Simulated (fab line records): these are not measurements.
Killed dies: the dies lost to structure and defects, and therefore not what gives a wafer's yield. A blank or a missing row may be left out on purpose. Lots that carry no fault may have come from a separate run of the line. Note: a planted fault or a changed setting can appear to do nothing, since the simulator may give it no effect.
fab line records / flow rit-cmos
[record] lots = 15 wafers = 45 last-day = 8
route steps=202 shown FOX1@20 M1@202
lots untouched by any fault: they come from a run of this same line in which no faults occurred
start-h: hours from the record's first day to the start of the lot's first wafer shown / wait-h: time in hours since the lot's previous step / " as in the row above / L1.1+2: a single row standing in for several wafers / - no value present, or no start provided / * or withheld: withheld / < > ~ a bound
route shown NAME@n: names a module that has steps shown in the file, with the first one's number in the route / usual: the fault-free wafers' mean and standard deviation / same: alike in all rows / chamber/n: place in a boat / sites: per-site readings / _std_site: standard deviation of those values / _edge_site: the outer-site mean with the inner-site mean subtracted / radius-mm: for every site, how far away it sits from the centre of the wafer / mask NAME#n: copy n / behind: the most recent tool/chamber to have shaped the wafer / hold: what put the lot on hold/how long, in hours/how the hold closed / device: the n, p or np transistor that did not switch / end of line: tests run on the same wafers once the route is complete / where a step has no rows: the recipe by itself / killed: at the first sort, the dies lost to defects and structure; wafer yield is something else / map: a wafer's dies, x killed, . not, _ none there
set.NAME: the run value of the setting; set.NAME@STEP: its run value at that earlier step / model.NAME: the simulator's own value behind a step, which no gauge read
one table for each step of the route and one row for each wafer, over a sample of lots
services: when a tool's chamber went out of use (start-h, in hours from the record's first day, below 0 if earlier), for how many hours, and the reason
[[steps]]
[step RIT_FOX1_OXIDATION_00]
[recipe] temp-c = 1100 ambient = H2O target-thk-a = 3507 p-h2o-torr = 720 ox-time-s = 1130
[usual] spike-tc-source-C = 1125.7/1.7
lot.wafer=L122.1 tool=furnace-01 chamber=0 start-h=18.07 wait-h=2.4 spike-tc-source-C=1124.4
lot.wafer=L122.4 tool=furnace-01 chamber=0 start-h=18.07 wait-h=2.4 spike-tc-source-C=1124.0
lot.wafer=L122.5 tool=furnace-01 chamber=0 start-h=18.07 wait-h=2.4 spike-tc-source-C=1122.6
lot.wafer=L123.1 tool=furnace-04 chamber=0 start-h=22.18 wait-h=0.1 spike-tc-source-C=1125.2
lot.wafer=L123.2 tool=furnace-04 chamber=0 start-h=22.18 wait-h=0.1 spike-tc-source-C=1125.5
lot.wafer=L123.4 tool=furnace-04 chamber=0 start-h=22.18 wait-h=0.1 spike-tc-source-C=1123.9
lot.wafer=L124.2 tool=furnace-01 chamber=0 start-h=26.55 wait-h=0.0 spike-tc-source-C=1123.4
lot.wafer=L124.3 tool=furnace-01 chamber=0 start-h=26.55 wait-h=0.0 spike-tc-source-C=1122.4
lot.wafer=L124.4 tool=furnace-01 chamber=0 start-h=26.55 wait-h=0.0 spike-tc-source-C=1124.0
lot.wafer=L125.4 tool=furnace-04 chamber=0 start-h=32.85 wait-h=2.2 spike-tc-source-C=1125.5
lot.wafer=L125.5 tool=furnace-04 chamber=0 start-h=32.85 wait-h=2.2 spike-tc-source-C=1125.0
lot.wafer=L125.6 tool=furnace-04 chamber=0 start-h=32.85 wait-h=2.2 spike-tc-source-C=1124.6
lot.wafer=L126.1 tool=furnace-04 chamber=0 start-h=36.30 wait-h=0.0 spike-tc-source-C=1125.5
lot.wafer=L126.3 tool=furnace-04 chamber=0 start-h=36.30 wait-h=0.0 spike-tc-source-C=1126.2
lot.wafer=L126.6 tool=furnace-04 chamber=0 start-h=36.30 wait-h=0.0 spike-tc-source-C=1125.5
lot.wafer=L127.3 tool=furnace-04 chamber=0 start-h=43.22 wait-h=2.2 spike-tc-source-C=1126.4
lot.wafer=L127.4 tool=furnace-04 chamber=0 start-h=43.22 wait-h=2.2 spike-tc-source-C=1124.7
lot.wafer=L127.5 tool=furnace-04 chamber=0 start-h=43.22 wait-h=2.2 spike-tc-source-C=1125.5
lot.wafer=L128.3 tool=furnace-04 chamber=0 start-h=47.68 wait-h=0.2 spike-tc-source-C=1124.8
lot.wafer=L128.4 tool=furnace-04 chamber=0 start-h=47.68 wait-h=0.2 spike-tc-source-C=1126.1
lot.wafer=L128.6 tool=furnace-04 chamber=0 start-h=47.68 wait-h=0.2 spike-tc-source-C=1124.0
lot.wafer=L128.3 tool=furnace-04 chamber=0 start-h=49.16 wait-h=0.2 spike-tc-source-C=1124.4
lot.wafer=L128.4 tool=furnace-04 chamber=0 start-h=49.16 wait-h=0.2 spike-tc-source-C=1126.7
lot.wafer=L128.6 tool=furnace-04 chamber=0 start-h=49.16 wait-h=0.2 spike-tc-source-C=1126.2
lot.wafer=L131.1 tool=furnace-04 chamber=0 start-h=63.88 wait-h=0.0 spike-tc-source-C=1123.8
lot.wafer=L131.5 tool=furnace-04 chamber=0 start-h=63.88 wait-h=0.0 spike-tc-source-C=1124.9
lot.wafer=L131.6 tool=furnace-04 chamber=0 start-h=63.88 wait-h=0.0 spike-tc-source-C=1126.0
lot.wafer=L131.1 tool=furnace-03 chamber=0 start-h=65.45 wait-h=0.3 spike-tc-source-C=1127.7
lot.wafer=L131.5 tool=furnace-03 chamber=0 start-h=65.45 wait-h=0.3 spike-tc-source-C=1129.6
lot.wafer=L131.6 tool=furnace-03 chamber=0 start-h=65.45 wait-h=0.3 spike-tc-source-C=1125.9
lot.wafer=L132.1 tool=furnace-01 chamber=0 start-h=66.02 wait-h=0.0 spike-tc-source-C=1123.9
lot.wafer=L132.4 tool=furnace-01 chamber=0 start-h=66.02 wait-h=0.0 spike-tc-source-C=1123.0
lot.wafer=L132.6 tool=furnace-01 chamber=0 start-h=66.02 wait-h=0.0 spike-tc-source-C=1124.5
lot.wafer=L137.1 tool=furnace-04 chamber=0 start-h=96.15 wait-h=4.6 spike-tc-source-C=1126.3
lot.wafer=L137.3 tool=furnace-04 chamber=0 start-h=96.15 wait-h=4.6 spike-tc-source-C=1125.2
lot.wafer=L137.5 tool=furnace-04 chamber=0 start-h=96.15 wait-h=4.6 spike-tc-source-C=1125.4
lot.wafer=L137.1 tool=furnace-04 chamber=0 start-h=98.53 wait-h=1.1 spike-tc-source-C=1125.4
lot.wafer=L137.3 tool=furnace-04 chamber=0 start-h=98.53 wait-h=1.1 spike-tc-source-C=1124.9
lot.wafer=L137.5 tool=furnace-04 chamber=0 start-h=98.53 wait-h=1.1 spike-tc-source-C=1125.8
lot.wafer=L138.1 tool=furnace-03 chamber=0 start-h=101.08 wait-h=1.2 spike-tc-source-C=1126.3
lot.wafer=L138.2 tool=furnace-03 chamber=0 start-h=101.08 wait-h=1.2 spike-tc-source-C=1126.6
lot.wafer=L138.4 tool=furnace-03 chamber=0 start-h=101.08 wait-h=1.2 spike-tc-source-C=1128.3
lot.wafer=L140.3 tool=furnace-03 chamber=0 start-h=113.73 wait-h=5.1 spike-tc-source-C=1128.8
lot.wafer=L140.5 tool=furnace-03 chamber=0 start-h=113.73 wait-h=5.1 spike-tc-source-C=1126.4
lot.wafer=L140.6 tool=furnace-03 chamber=0 start-h=113.73 wait-h=5.1 spike-tc-source-C=1127.9
lot.wafer=L143.2 tool=furnace-04 chamber=0 start-h=122.22 wait-h=0.7 spike-tc-source-C=1125.4
lot.wafer=L143.4 tool=furnace-04 chamber=0 start-h=122.22 wait-h=0.7 spike-tc-source-C=1124.1
lot.wafer=L143.6 tool=furnace-04 chamber=0 start-h=122.22 wait-h=0.7 spike-tc-source-C=1125.5
lot.wafer=L144.4 tool=furnace-01 chamber=0 start-h=133.10 wait-h=2.4 spike-tc-source-C=1125.7
lot.wafer=L144.5 tool=furnace-01 chamber=0 start-h=133.10 wait-h=2.4 spike-tc-source-C=1123.7
lot.wafer=L144.6 tool=furnace-01 chamber=0 start-h=133.10 wait-h=2.4 spike-tc-source-C=1122.4
lot.wafer=L145.1 tool=furnace-01 chamber=0 start-h=133.10 wait-h=2.2 spike-tc-source-C=1124.8
lot.wafer=L145.4 tool=furnace-01 chamber=0 start-h=133.10 wait-h=2.2 spike-tc-source-C=1123.3
lot.wafer=L145.6 tool=furnace-01 chamber=0 start-h=133.10 wait-h=2.2 spike-tc-source-C=1125.0
[step RIT_FOX1_THK_MEAS_01]
[recipe] reads = SiO2_of_FOX1_OXIDATION_00
[usual] FOX1_OXIDE_THK = 345/5.8
lot.wafer=L122.1 tool=film-metro-03 chamber=- start-h=19.38 wait-h=0.0 FOX1_OXIDE_THK[nm]=340
lot.wafer=L122.4 tool=film-metro-03 chamber=- start-h=19.38 wait-h=0.0 FOX1_OXIDE_THK[nm]=338
lot.wafer=L122.5 tool=film-metro-03 chamber=- start-h=19.38 wait-h=0.0 FOX1_OXIDE_THK[nm]=344
lot.wafer=L123.1 tool=film-metro-03 chamber=- start-h=23.50 wait-h=0.0 FOX1_OXIDE_THK[nm]=347
lot.wafer=L123.2 tool=film-metro-03 chamber=- start-h=23.50 wait-h=0.0 FOX1_OXIDE_THK[nm]=349
lot.wafer=L123.4 tool=film-metro-03 chamber=- start-h=23.50 wait-h=0.0 FOX1_OXIDE_THK[nm]=343
lot.wafer=L124.2 tool=film-metro-02 chamber=- start-h=27.87 wait-h=0.0 FOX1_OXIDE_THK[nm]=340
lot.wafer=L124.3 tool=film-metro-02 chamber=- start-h=27.87 wait-h=0.0 FOX1_OXIDE_THK[nm]=333
lot.wafer=L124.4 tool=film-metro-02 chamber=- start-h=27.87 wait-h=0.0 FOX1_OXIDE_THK[nm]=338
lot.wafer=L125.4 tool=film-metro-04 chamber=- start-h=34.19 wait-h=0.0 FOX1_OXIDE_THK[nm]=344
lot.wafer=L125.5 tool=film-metro-04 chamber=- start-h=34.19 wait-h=0.0 FOX1_OXIDE_THK[nm]=346
lot.wafer=L125.6 tool=film-metro-04 chamber=- start-h=34.19 wait-h=0.0 FOX1_OXIDE_THK[nm]=342
lot.wafer=L126.1 tool=film-metro-02 chamber=- start-h=37.62 wait-h=0.0 FOX1_OXIDE_THK[nm]=345
lot.wafer=L126.3 tool=film-metro-02 chamber=- start-h=37.62 wait-h=0.0 FOX1_OXIDE_THK[nm]=350
lot.wafer=L126.6 tool=film-metro-02 chamber=- start-h=37.62 wait-h=0.0 FOX1_OXIDE_THK[nm]=340
lot.wafer=L127.3 tool=film-metro-03 chamber=- start-h=44.55 wait-h=0.0 FOX1_OXIDE_THK[nm]=350
lot.wafer=L127.4 tool=film-metro-03 chamber=- start-h=44.55 wait-h=0.0 FOX1_OXIDE_THK[nm]=347
lot.wafer=L127.5 tool=film-metro-03 chamber=- start-h=44.55 wait-h=0.0 FOX1_OXIDE_THK[nm]=345
lot.wafer=L128.3 tool=film-metro-03 chamber=- start-h=50.49 wait-h=0.0 FOX1_OXIDE_THK[nm]=523
lot.wafer=L128.4 tool=film-metro-03 chamber=- start-h=50.49 wait-h=0.0 FOX1_OXIDE_THK[nm]=528
lot.wafer=L128.6 tool=film-metro-03 chamber=- start-h=50.49 wait-h=0.0 FOX1_OXIDE_THK[nm]=522
lot.wafer=L131.1 tool=film-metro-04 chamber=- start-h=66.86 wait-h=0.1 FOX1_OXIDE_THK[nm]=517
lot.wafer=L131.5 tool=film-metro-04 chamber=- start-h=66.86 wait-h=0.1 FOX1_OXIDE_THK[nm]=516
lot.wafer=L131.6 tool=film-metro-04 chamber=- start-h=66.86 wait-h=0.1 FOX1_OXIDE_THK[nm]=529
lot.wafer=L132.1 tool=film-metro-03 chamber=- start-h=67.33 wait-h=0.0 FOX1_OXIDE_THK[nm]=339
lot.wafer=L132.4 tool=film-metro-03 chamber=- start-h=67.33 wait-h=0.0 FOX1_OXIDE_THK[nm]=347
lot.wafer=L132.6 tool=film-metro-03 chamber=- start-h=67.33 wait-h=0.0 FOX1_OXIDE_THK[nm]=339
lot.wafer=L137.1 tool=film-metro-02 chamber=- start-h=99.85 wait-h=0.0 FOX1_OXIDE_THK[nm]=507
lot.wafer=L137.3 tool=film-metro-02 chamber=- start-h=99.85 wait-h=0.0 FOX1_OXIDE_THK[nm]=510
lot.wafer=L137.5 tool=film-metro-02 chamber=- start-h=99.85 wait-h=0.0 FOX1_OXIDE_THK[nm]=509
lot.wafer=L138.1 tool=film-metro-02 chamber=- start-h=102.39 wait-h=0.0 FOX1_OXIDE_THK[nm]=346
lot.wafer=L138.2 tool=film-metro-02 chamber=- start-h=102.39 wait-h=0.0 FOX1_OXIDE_THK[nm]=345
lot.wafer=L138.4 tool=film-metro-02 chamber=- start-h=102.39 wait-h=0.0 FOX1_OXIDE_THK[nm]=355
lot.wafer=L140.3 tool=film-metro-02 chamber=- start-h=115.07 wait-h=0.0 FOX1_OXIDE_THK[nm]=348
lot.wafer=L140.5 tool=film-metro-02 chamber=- start-h=115.07 wait-h=0.0 FOX1_OXIDE_THK[nm]=348
lot.wafer=L140.6 tool=film-metro-02 chamber=- start-h=115.07 wait-h=0.0 FOX1_OXIDE_THK[nm]=354
lot.wafer=L143.2 tool=film-metro-02 chamber=- start-h=123.54 wait-h=0.0 FOX1_OXIDE_THK[nm]=347
lot.wafer=L143.4 tool=film-metro-02 chamber=- start-h=123.54 wait-h=0.0 FOX1_OXIDE_THK[nm]=347
lot.wafer=L143.6 tool=film-metro-02 chamber=- start-h=123.54 wait-h=0.0 FOX1_OXIDE_THK[nm]=347
lot.wafer=L145.1 tool=film-metro-04 chamber=- start-h=134.41 wait-h=0.0 FOX1_OXIDE_THK[nm]=346
lot.wafer=L145.4 tool=film-metro-04 chamber=- start-h=134.41 wait-h=0.0 FOX1_OXIDE_THK[nm]=347
lot.wafer=L145.6 tool=film-metro-04 chamber=- start-h=134.41 wait-h=0.0 FOX1_OXIDE_THK[nm]=353
lot.wafer=L144.4 tool=film-metro-02 chamber=- start-h=134.44 wait-h=0.0 FOX1_OXIDE_THK[nm]=367
lot.wafer=L144.5 tool=film-metro-02 chamber=- start-h=134.44 wait-h=0.0 FOX1_OXIDE_THK[nm]=354
lot.wafer=L144.6 tool=film-metro-02 chamber=- start-h=134.44 wait-h=0.0 FOX1_OXIDE_THK[nm]=357
[step RIT_M1_PROBE_99]
[usual] killed_at_M0_to_M3 = 0.0/0.12 killed-at-contacts = 0.1/0.23 killed-at-front-end = 6.6/2.9 killed-dies = 6.7/3 killed-open = 3.5/2.1 killed-short = 3.2/1.8
[same] gross-dies = 264 killed_at_M4_up = 0 killed-at-back-side = 0 killed-at-other = 0
lot.wafer=L128.3 tool=prober-01 chamber=- start-h=96.53 wait-h=0.2 killed_at_M0_to_M3=0 killed-at-contacts=0 killed-at-front-end=7 killed-dies=7 killed-open=3 killed-short=4
lot.wafer=L128.4 tool=prober-01 chamber=- start-h=96.58 wait-h=0.2 killed_at_M0_to_M3=0 killed-at-contacts=0 killed-at-front-end=7 killed-dies=7 killed-open=6 killed-short=1
lot.wafer=L128.6 tool=prober-01 chamber=- start-h=96.68 wait-h=0.2 killed_at_M0_to_M3=0 killed-at-contacts=0 killed-at-front-end=11 killed-dies=11 killed-open=4 killed-short=7
lot.wafer=L131.1 tool=prober-01 chamber=- start-h=111.01 wait-h=0.1 killed_at_M0_to_M3=0 killed-at-contacts=0 killed-at-front-end=12 killed-dies=12 killed-open=7 killed-short=5
lot.wafer=L137.3 tool=prober-02 chamber=- start-h=148.78 wait-h=0.2 killed_at_M0_to_M3=0 killed-at-contacts=0 killed-at-front-end=5 killed-dies=5 killed-open=1 killed-short=4
// killed by level:class
L128.3 FOX1:geometric-particle:short=1 FOX1:geometric-particle:open=1 FOX2:geometric-particle:open=1 FOX2:geometric-particle:short=1 REOX:geometric-particle:open=1 REOX:geometric-particle:short=1 SPACER:geometric-particle:short=1
L128.4 GATE:geometric-particle:open=2 FOX2:geometric-particle:open=1 REOX:geometric-particle:open=1 SPACER:geometric-particle:short=1 SPACER:geometric-particle:open=1 SILICIDE:geometric-particle:open=1
L128.6 SPACER:geometric-particle:short=4 REOX:geometric-particle:open=2 FOX2:geometric-particle:short=1 GATE:geometric-particle:open=1 REOX:geometric-particle:short=1 SILICIDE:geometric-particle:open=1 SILICIDE:geometric-particle:short=1
L131.1 FOX1:geometric-particle:open=4 FOX1:geometric-particle:short=2 GATE:geometric-particle:short=2 GATE:geometric-particle:open=1 REOX:geometric-particle:open=1 SPACER:geometric-particle:open=1 SILICIDE:geometric-particle:short=1
L137.3 FOX1:geometric-particle:short=2 GATE:geometric-particle:short=2 FOX2:geometric-particle:open=1
[[services]]
tool=furnace-01 chamber=- start-h=27.86 hours=3.0 kind=pm
tool=furnace-04 chamber=- start-h=56.27 hours=3.0 kind=pm
tool=furnace-03 chamber=- start-h=115.05 hours=3.4 kind=pm
[[key]]
[first-sign] step = RIT_FOX1_OXIDATION_00 reading = visit direction = added
[effect] step = RIT_FOX1_THK_MEAS_01 reading = FOX1_OXIDE_THK direction = up sigmas = 30 usual = 345 struck = 518
met-at RIT_FOX1_OXIDATION_00
struck-lots L128,L131,L137
tester-left-out L128,L131,L137
[fault] kind = repeated-step-whole tool = furnace-01,furnace-03,furnace-04 chamber = - onset-h = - steps = RIT_FOX1_OXIDATION_00 times = 1 scope = struck-lots-only
// tester-left-out: of these lots the tester's yield and bins aren't shown, on N5 and GAA mostly nor the transistor test; their killed dies are dies lost to structure and defects alone, not to doping, threshold or leakage, so they don't give the yield
